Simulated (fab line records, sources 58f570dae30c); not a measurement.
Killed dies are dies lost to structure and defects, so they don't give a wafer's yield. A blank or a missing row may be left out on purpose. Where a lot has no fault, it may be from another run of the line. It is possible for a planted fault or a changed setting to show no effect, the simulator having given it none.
Which tool did it? ; flow berkeley-cmos170 ; at 1 step of a route of 331, 14 lots with 42 wafers sampled

## WHAT EACH GAUGE READ, for each wafer
UCB170_ACTIVE_CD_MEAS_13: the cd target is 1200 nm.
lot;measured;on;cd-nm (nm)
L595;day 4 19:38;cd-sem-02;1200.7 1201.7 1199.7
L596;day 5 02:19;cd-sem-02;1199.6 1199.6 1201.0
L598;day 5 11:58;cd-sem-01;1199.9 1200.6 1200.0
L599;day 5 19:55;cd-sem-01;1199.6 1200.3 1200.8
L601;day 6 04:01;cd-sem-02;1197.4 1199.2 1198.7
L602;day 6 04:16;cd-sem-01;1198.9 1199.3 1199.6
L603;day 6 13:38;cd-sem-01;1200.6 1201.2 1201.2
L606;day 7 15:06;cd-sem-02;1202.3 1200.7 1200.9
L607;day 7 15:20;cd-sem-01;1200.1 1198.6 1198.5
L608;day 7 23:16;cd-sem-02;1199.2 1198.5 1199.2
L609;day 7 23:31;cd-sem-02;1200.2 1200.4 1202.2
L611;day 8 15:07;cd-sem-01;1201.2 1200.1 1200.3
L614;day 9 09:02;cd-sem-02;1202.0 1201.9 1201.2
L618;day 10 08:07;cd-sem-02;1202.8 1202.2 1203.5

## WHICH TOOL RAN EACH LOT (tool, then ch and the chambers of the sampled wafers, then the start)
The record shows no process step preceding these readings.

## WHAT THE TOOLS THEMSELVES READ (means of the sampled wafers that have a number; where no wafer has one, the mark that the record gives instead)
The record holds no such reading with a usual standard deviation.

## THE ANSWER, worked out from the rows above alone
Rule: what is usual is taken from the lots themselves. The widest of any qualifying gaps counts: lots, ordered by their means at a reading, are off when they make up no more than a third of the lots, leave a main group of 4 or more, and stand apart from it by 3 or more times the standard deviation of that group's means. A main group whose means are all the same, to the digits that the tables above print for the reading, isn't used. A lot without any number at a reading at which 4 lots or more have one is off too. Any other lot the step has rows for is counted as sound. The gauges are gone through in route order, then the tools' own readings, and for those a lot's mean is taken as printed above. The first step at which some lot is off is used, and at that step the reading that is off furthest; a lot without a number counts as furthest.
Nothing can be told from this: no lot is off at any reading shown.

## WHAT THE SIMULATOR PUT IN
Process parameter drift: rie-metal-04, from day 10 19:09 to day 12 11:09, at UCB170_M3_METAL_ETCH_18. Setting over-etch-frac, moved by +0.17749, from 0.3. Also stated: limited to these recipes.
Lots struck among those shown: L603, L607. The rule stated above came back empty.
